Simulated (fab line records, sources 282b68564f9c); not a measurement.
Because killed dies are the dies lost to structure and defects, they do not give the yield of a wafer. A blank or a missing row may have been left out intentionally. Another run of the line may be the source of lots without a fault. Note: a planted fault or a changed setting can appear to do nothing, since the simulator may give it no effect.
A struck lot beside a sound one ; flow ritCmos ; 19 steps out of a route of 202
Sound: wafers L233.3, L233.5, L233.6. The struck wafers were L250.2, L250.4, L250.6. At the end, the cause is stated.
At each step with rows: each side's tool, then ch and its chambers, then its first start. Under that, the readings that differ: sound wafers ; struck wafers ; difference of the means ; sigmas: that difference in standard deviations of wafers without a fault.
alike: words and numbers the same on both sides, and readings whose means are apart by under 2 such deviations; not compared: readings that were withheld, readings missing a value for some wafer, numbers with overlapping values and no deviation given by the record, and bounds like >300 which may hide the same value.
A row with sigmas, a row that says differs or no value, or rows on one side alone: a step with any of these is where the two part. Numbers that have no deviation but don't overlap get no sigmas and don't part them. Lack of a reading on every wafer of one side parts them only where that side has two or more wafers.

first, 1 step without rows for these wafers: RIT_SILICIDE_WET_ETCH_00 (etches SiO2 in BOE, target depth 14 nm, time 15.5 s).
RIT_SILICIDE_SPUTTER_01: material Ti, target thk 30 nm, time 240 s.
  sound: pvdSputter-01 at day 3 07:08; struck: pvdSputter-02 at day 6 21:20
  alike: throttleValvePct
RIT_SILICIDE_RS_MEAS_02: the measuring method here is four-point-probe.
  sound: filmMetro-03 at day 3 07:19; struck: filmMetro-04 at day 6 21:30
  alike: SILICIDE_TI_RS
RIT_SILICIDE_THK_MEAS_03: measures by xrf.
  sound: filmMetro-03 at day 3 07:25; struck: filmMetro-04 at day 6 21:37
  alike: SILICIDE_TI_THK
RIT_SILICIDE_RTA_04: time 10 s, ramp up 5 s, ramp down 5 s.
  sound on rtpAnneal-01 ch 0, day 3 07:29; struck on rtpAnneal-01 ch 0, day 6 21:40
  alike: wafer_temp_C_max
then, 1 step without rows for these wafers: RIT_SILICIDE_WET_ETCH_05 (etches Ti in SPM, time 120 s).
RIT_SILICIDE_RTA_06: time 10 s, ramp up 5 s, ramp down 10 s.
  sound on rtpAnneal-02 ch 0, day 3 07:35; struck on rtpAnneal-02 ch 0, day 6 21:47
  alike: wafer_temp_C_max
RIT_CONTACT_CVD_00: deposits SiO2 from TEOS, target thk 400 nm, time 61 s.
  sound on pecvd-03 ch 1,2, day 3 07:38; struck on pecvd-02 ch 0,1,2, day 6 21:50
  alike: heaterPowerW
RIT_CONTACT_THK_MEAS_01:
  sound: filmMetro-01 at day 3 07:43; struck: filmMetro-02 at day 6 21:54
  alike: CONTACT_TEOS_THK
then, 3 steps without rows for these wafers: RIT_CONTACT_HMDS_02 (prime time 60 s); RIT_CONTACT_COAT_03 (resist thk 1000 nm); RIT_CONTACT_SOFTBAKE_04 (time 60 s).
RIT_CONTACT_EXPOSE_05: exposes mask M11, target cd 1000 nm.
  sound on ilineStepper-02 ch 0, day 3 08:14; struck on ilineStepper-01 ch 0, day 6 22:32
reading;sound;struck;difference;sigmas
model.CONTACT.overlayXNm (nm);0.1219 0.1219 0.1219;240.5 240.5 240.5;+240.4;
  alike: mask, stageVelMmS
then, 2 steps without rows for these wafers: RIT_CONTACT_PEB_06; RIT_CONTACT_DEVELOP_07 (develop time 120 s).
RIT_CONTACT_CD_MEAS_08: the cd target is 1000 nm.
  sound: cdSem-01 at day 3 08:46; struck: cdSem-01 at day 6 23:04
  alike: cdNm
RIT_CONTACT_OVL_MEAS_09:
  sound: overlay-02 at day 3 08:52; struck: overlay-01 at day 6 23:10
reading;sound;struck;difference;sigmas
CONTACT_OVL (nm);-1.4 -1.2 -2.2;239.8 239.2 241.3;+241.7;+99 or more
then, 1 step without rows for these wafers: RIT_CONTACT_HARDBAKE_10 (time 60 s).
RIT_M1_PROBE_99:
  sound: prober-01 at day 3 14:38; struck: prober-01 at day 7 04:22
reading;sound;struck;difference;sigmas
model.etest.pplusSal.widthNm (nm);3460 3462 3456;3422 3400 3420;-45;
model.etest.nplusSal.widthNm (nm);3450 3461 3452;3449 3422 3412;-27;
model.etest.pldd.widthNm (nm);3208 3180 3188;3177 3153 3177;-23;
model.etest.nldd.widthNm (nm);3186 3201 3183;3166 3172 3171;-20;
model.etest.nmos_0p15.junctionLog10AUm;-13.66 -13.53 -13.57;-12.45 -12.41 -12.45;+1.15;
model.etest.contactToGate.short;0 0 0;1 1 1;+1;
model.etest.contactToGate.overLimit;0 0 0;1 1 1;+1;
model.etest.nmosNarrow.offLog10AUm;-13.2 -13.17 -13.31;-12.42 -12.39 -12.43;+0.81;
  alike: killedAtContacts, killedAtFrontEnd, killedDies, killedOpen, killedShort

== WHERE THEY PART ==
Only at RIT_CONTACT_OVL_MEAS_09, within this record. Later steps at which nothing parts them and some readings are alike: RIT_M1_PROBE_99.

WHY: what the simulator had put in
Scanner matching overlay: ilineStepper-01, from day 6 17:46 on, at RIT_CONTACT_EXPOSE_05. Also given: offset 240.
